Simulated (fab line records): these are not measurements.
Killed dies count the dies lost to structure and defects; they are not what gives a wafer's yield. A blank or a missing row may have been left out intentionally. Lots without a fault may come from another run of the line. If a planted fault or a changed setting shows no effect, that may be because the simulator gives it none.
fab line records -- flow berkeley-cmos170
[record] lots = 15, wafers = 45, last-day = 12
route steps=331 shown SACOX@98
lots that met no fault: from a run of the same line without faults
start-h: the number of hours between the record's first day and the start of the first shown wafer of the lot -- wait-h: time in hours since the lot's previous step -- " as in the row above -- L1.1+2: a single row standing in for several wafers -- - no value, or no start given -- * or withheld: withheld -- < > ~ a bound
route shown NAME@n: names a module that has steps shown in the file, with the first one's number in the route -- usual: mean and standard deviation over wafers with no fault -- same: alike in all rows -- chamber/n: place in a boat -- sites: each site's reading -- _std_site: their standard deviation -- _edge_site: inner sites' mean taken away from outer sites' mean -- radius-mm: how far each site lies from the wafer's centre -- mask NAME#n: copy n -- behind: the most recent tool/chamber to have shaped the wafer -- hold: the reason the lot was held/the length of the hold in hours/how it ended -- device: transistor that didn't switch, given as n, p or np -- end of line: tests run on the same wafers once the route is complete -- a step given without rows: its recipe and nothing more -- killed: at the first sort, the dies lost to defects and structure; wafer yield is something else -- map: a wafer's dies, x killed, . not, _ none there
set.NAME: setting as actually run; set.NAME@STEP: the setting as run at that earlier step -- model.NAME: the simulator's own value behind a step, which no gauge read
steps of the route over a sample of lots; a table a step, a row a wafer
services: from which hour (start-h, from the record's first day; less than 0 if before it) a tool's chamber was out of use, for how many hours, and why
[[steps]]
[step UCB170_SACOX_OXIDATION_01]
[recipe] temp-c = 900, ambient = O2, target-thk-a = 144, ox-time-s = 2400
[usual] ox-temp-c = 900.1/0.36, ox-temp-c-max = 904.7/1.3, tube-center-temp-C = 900.01/0.087
lot.wafer,tool,chamber,start-h,wait-h,ox-temp-c,ox-temp-c-max,tube-center-temp-C
L886.2,furnace-01,0,108.39,1.9,899.8,902.9,900.03
L886.3,furnace-01,0,108.39,1.9,899.6,903.5,899.97
L886.6,furnace-01,0,108.39,1.9,899.7,904.9,900.04
L888.2,furnace-04,0,115.37,4.0,900.1,905.4,899.97
L888.4,furnace-04,0,115.37,4.0,900.0,906.1,899.97
L888.5,furnace-04,0,115.37,4.0,900.1,906.2,899.96
L889.1,furnace-04,0,115.37,4.1,900.1,907.4,900.12
L889.2,furnace-04,0,115.37,4.1,900.0,905.3,900.01
L889.5,furnace-04,0,115.37,4.1,901.1,908.8,899.96
L891.2,furnace-04,0,123.87,2.5,900.3,907.3,900.07
L891.3,furnace-04,0,123.87,2.5,900.4,905.3,899.97
L891.5,furnace-04,0,123.87,2.5,899.9,905.7,900.05
L893.3,furnace-01,0,135.82,2.0,899.8,903.8,899.98
L893.4,furnace-01,0,135.82,2.0,900.0,904.8,899.98
L893.6,furnace-01,0,135.82,2.0,900.1,904.0,900.21
L894.1,furnace-04,0,144.82,5.2,900.4,906.5,899.92
L894.3,furnace-04,0,144.82,5.2,900.1,907.1,899.95
L894.4,furnace-04,0,144.82,5.2,900.3,905.6,899.99
L895.3,furnace-01,0,152.41,2.3,900.5,904.4,899.93
L895.4,furnace-01,0,152.41,2.3,900.5,904.4,899.97
L895.5,furnace-01,0,152.41,2.3,900.0,903.7,900.05
L898.3,furnace-04,0,161.59,2.3,899.6,907.9,899.97
L898.4,furnace-04,0,161.59,2.3,900.2,906.5,900.01
L898.5,furnace-04,0,161.59,2.3,900.3,906.5,900.05
L900.2,furnace-03,-,176.63,3.3,-,-,-
L900.3,furnace-03,-,176.63,3.3,-,-,-
L900.6,furnace-03,-,176.63,3.3,-,-,-
L901.1,furnace-03,-,176.63,3.3,-,-,-
L901.2,furnace-03,-,176.63,3.3,-,-,-
L901.3,furnace-03,-,176.63,3.3,-,-,-
L902.1,furnace-01,-,181.13,3.1,-,-,-
L902.2,furnace-01,-,181.13,3.1,-,-,-
L902.4,furnace-01,-,181.13,3.1,-,-,-
L905.1,furnace-03,0,198.94,2.8,900.1,903.5,899.9
L905.2,furnace-03,0,198.94,2.8,900.5,903.5,900.08
L905.6,furnace-03,0,198.94,2.8,900.7,904.7,899.88
L906.2,furnace-01,0,209.27,3.2,900.4,904.3,899.97
L906.3,furnace-01,0,209.27,3.2,899.9,903.4,900.02
L906.5,furnace-01,0,209.27,3.2,900.6,904.1,900.08
L907.1,furnace-01,0,209.27,3.2,899.7,903.3,900.12
L907.3,furnace-01,0,209.27,3.2,899.8,903.8,900.16
L907.5,furnace-01,0,209.27,3.2,899.6,903.8,900.17
L909.2,furnace-03,0,215.59,1.5,900.3,904.2,900
L909.3,furnace-03,0,215.59,1.5,899.7,903.2,900
L909.6,furnace-03,0,215.59,1.5,899.8,904.5,899.93
[[services]]
tool,chamber,start-h,hours,kind
furnace-03,-,89.70,10.8,repair
furnace-01,-,141.67,3.9,pm
furnace-04,-,178.12,7.2,repair
furnace-01,-,184.13,4.4,pm
furnace-03,-,206.44,3.0,pm
[[key]]
[first-sign] step = UCB170_SACOX_OXIDATION_01, reading = tool-record, direction = missing
effect none on later readings
met-at UCB170_SACOX_OXIDATION_01
struck-lots L900,L901,L902
later-rows-left-out L900.2,L900.3,L900.6,L901.1,L901.2,L901.3,L902.1,L902.2,L902.4
sort-left-out L900.2,L900.3,L900.6,L901.1,L901.2,L901.3,L902.1,L902.2,L902.4
tester-left-out L900,L901,L902
onset-between 152.41 176.63
[fault] kind = skipped-step-whole, tool = furnace-01,furnace-03, chamber = -, onset-h = 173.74, steps = UCB170_SACOX_OXIDATION_01, scope = struck-lots-only
// tester-left-out: of these lots the tester's yield and bins aren't shown, on N5 and GAA mostly nor the transistor test; their killed dies are dies lost to structure and defects alone, not to doping, threshold or leakage, so they don't give the yield
// sort-left-out: the simulated sort isn't trusted on such a fault, so these wafers' sort isn't shown, and their yield isn't known
// later-rows-left-out: the simulator's readings of these wafers behind a module that went badly wrong aren't trusted and aren't shown, but for the sort
